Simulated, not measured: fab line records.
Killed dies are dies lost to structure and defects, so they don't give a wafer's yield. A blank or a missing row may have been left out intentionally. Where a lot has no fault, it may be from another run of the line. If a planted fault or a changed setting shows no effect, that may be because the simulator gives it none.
Which tool was responsible? -- flow berkeleyCmos170 -- 42 wafers from 14 lots sampled at 4 of the route's 331 steps

## WHAT EACH GAUGE READ, for each wafer
UCB170_V1_CD_MEAS_90: the cd target is 700 nm.
lot,measured,on,cdNm (nm)
L507,day 6 22:45,cdSem-02,700.6 700.1 700.2
L508,day 7 09:37,cdSem-01,703.0 701.2 702.0
L509,day 7 12:15,cdSem-02,699.2 700.1 701.1
L510,day 8 00:14,cdSem-01,700.4 700.6 700.6
L511,day 8 00:31,cdSem-02,701.0 700.5 699.9
L515,day 8 17:10,cdSem-01,703.0 702.8 703.8
L517,day 9 21:22,cdSem-02,699.9 699.8 699.3
L521,day 10 11:01,cdSem-01,699.8 698.7 698.7
L525,day 11 14:44,cdSem-01,702.4 702.0 702.0
L526,day 11 17:03,cdSem-02,702.1 702.2 703.0
L527,day 11 17:10,cdSem-02,700.4 701.1 700.7
L528,day 11 17:20,cdSem-01,701.5 699.6 700.6
L530,day 12 09:09,cdSem-02,701.3 702.9 701.4
L529,day 12 09:15,cdSem-01,700.4 698.2 699.4

UCB170_M3_CD_MEAS_15: the cd target is 700 nm.
lot,measured,on,cdNm (nm)
L507,day 7 08:10,cdSem-01,699.6 700.0 698.4
L508,day 7 18:28,cdSem-01,701.2 700.9 700.9
L509,day 7 19:50,cdSem-01,697.4 696.2 696.8
L510,day 8 07:40,cdSem-01,698.7 698.9 698.9
L511,day 8 08:15,cdSem-02,700.5 699.6 699.6
L515,day 9 03:52,cdSem-02,699.3 700.3 700.8
L517,day 10 05:08,cdSem-02,697.6 696.9 697.2
L521,day 10 19:23,cdSem-01,702.2 701.2 701.6
L525,day 11 22:58,cdSem-02,701.3 699.8 700.3
L526,day 12 02:33,cdSem-02,697.2 697.6 696.3
L527,day 12 02:57,cdSem-01,701.3 701.3 699.6
L528,day 12 03:01,cdSem-02,699.4 699.0 700.3
L530,day 12 17:55,cdSem-02,698.2 699.7 698.9
L529,day 12 18:25,cdSem-02,697.9 697.9 696.9

## TOOL THAT RAN EACH LOT (tool first, then ch and the chambers of the sampled wafers, then the start)
lot,UCB170_M2_STRIP_07,UCB170_V2_ETCH_14
L507,"plasmaAsher-04 ch 0,1, day 7 00:19","rieDiel-01 ch 1,3, day 7 05:32"
L508,"plasmaAsher-03 ch 0,1, day 7 10:31","rieDiel-02 ch 0,1,3, day 7 15:56"
L509,"plasmaAsher-02 ch 0, day 7 13:10","rieDiel-01 ch 0,1,2, day 7 17:07"
L510,"plasmaAsher-03 ch 0,1, day 8 01:08","rieDiel-02 ch 1,2,3, day 8 05:09"
L511,"plasmaAsher-04 ch 0,1, day 8 01:26","rieDiel-04 ch 0,1,3, day 8 05:28"
L515,"plasmaAsher-03 ch 0,1, day 8 18:17","rieDiel-01 ch 0,1,2, day 9 01:32"
L517,"plasmaAsher-04 ch 0, day 9 22:14","rieDiel-01 ch 0,1, day 10 02:03"
L521,"plasmaAsher-03 ch 0,1, day 10 12:16","rieDiel-02 ch 0,2,3, day 10 15:50"
L525,"plasmaAsher-03 ch 0,1, day 11 15:37","rieDiel-04 ch 1,2,3, day 11 19:32"
L526,"plasmaAsher-04 ch 0, day 11 17:56","rieDiel-04 ch 1,2, day 11 22:47"
L527,"plasmaAsher-02 ch 0,1, day 11 18:03","rieDiel-02 ch 0,2,3, day 11 22:54"
L528,"plasmaAsher-03 ch 0,1, day 11 18:23","rieDiel-04 ch 0,1,2, day 11 23:08"
L530,"plasmaAsher-02 ch 0,1, day 12 10:08","rieDiel-04 ch 0,1,2, day 12 15:23"
L529,"plasmaAsher-03 ch 0,1, day 12 10:12","rieDiel-02 ch 1,2,3, day 12 15:39"
- UCB170_M2_STRIP_07: strips in O2.
- UCB170_V2_ETCH_14: etches SiO2 in CHF3/CF4/Ar, stops on Al, target depth 1250 nm, time 298.2 s.

## AS READ BY THE TOOLS THEMSELVES (means over the sampled wafers that have a number; for cases with no such wafer, the mark the record gives instead)
UCB170_M2_STRIP_07.
lot,tool,drypumpMotorCurrentA (A),oesProductAu (a.u.),stripTimeToEndpointS (s)
L507,plasmaAsher-04,5.1,0.738,21.94
L508,plasmaAsher-03,6.6,0.732,21.94
L509,plasmaAsher-02,5.9,0.735,21.83
L510,plasmaAsher-03,6.4,0.731,22.06
L511,plasmaAsher-04,5.0,0.731,21.91
L515,plasmaAsher-03,6.6,0.733,22.13
L517,plasmaAsher-04,5.2,0.740,21.97
L521,plasmaAsher-03,6.5,0.734,21.90
L525,plasmaAsher-03,6.4,0.733,21.99
L526,plasmaAsher-04,5.2,0.736,21.91
L527,plasmaAsher-02,6.0,0.736,22.09
L528,plasmaAsher-03,6.5,0.735,21.94
L530,plasmaAsher-02,6.0,0.735,22.09
L529,plasmaAsher-03,6.6,0.732,21.95

UCB170_V2_ETCH_14.
lot,tool,drypumpMotorCurrentA (A),oesProductAu (a.u.),throttleValvePct (%)
L507,rieDiel-01,6.1,0.867,7.07
L508,rieDiel-02,5.7,0.874,6.96
L509,rieDiel-01,5.8,0.869,6.97
L510,rieDiel-02,6.0,0.880,6.81
L511,rieDiel-04,5.6,0.879,7.03
L515,rieDiel-01,5.8,0.869,6.96
L517,rieDiel-01,5.9,0.873,7.06
L521,rieDiel-02,5.7,0.883,6.89
L525,rieDiel-04,5.7,0.880,7.03
L526,rieDiel-04,5.9,0.873,7.06
L527,rieDiel-02,5.7,0.878,6.91
L528,rieDiel-04,5.8,0.874,7.05
L530,rieDiel-04,5.9,0.867,7.07
L529,rieDiel-02,6.0,0.874,6.81

## THE ANSWER, worked out from the rows above alone
Rule: what is usual is taken from the lots themselves. The widest of any qualifying gaps counts: lots, ordered by their means at a reading, are off when they make up no more than a third of the lots, leave a main group of 4 or more, and stand apart from it by 3 or more times the standard deviation of that group's means. A main group whose means are all the same, to the digits that the tables above print for the reading, isn't used. Also off: a lot with no number at a reading for which 4 or more lots have one. Where the step has rows for the other lots, those lots are counted as sound. Order of review: gauges by route order, followed by the tools' own readings, for which a lot's mean as printed above is used. The first step at which some lot is off is used, and at that step the reading that is off furthest; a lot without a number counts as furthest.
No lot is off at any reading shown: from this, nothing can be told.

## WHAT THE SIMULATOR PUT IN
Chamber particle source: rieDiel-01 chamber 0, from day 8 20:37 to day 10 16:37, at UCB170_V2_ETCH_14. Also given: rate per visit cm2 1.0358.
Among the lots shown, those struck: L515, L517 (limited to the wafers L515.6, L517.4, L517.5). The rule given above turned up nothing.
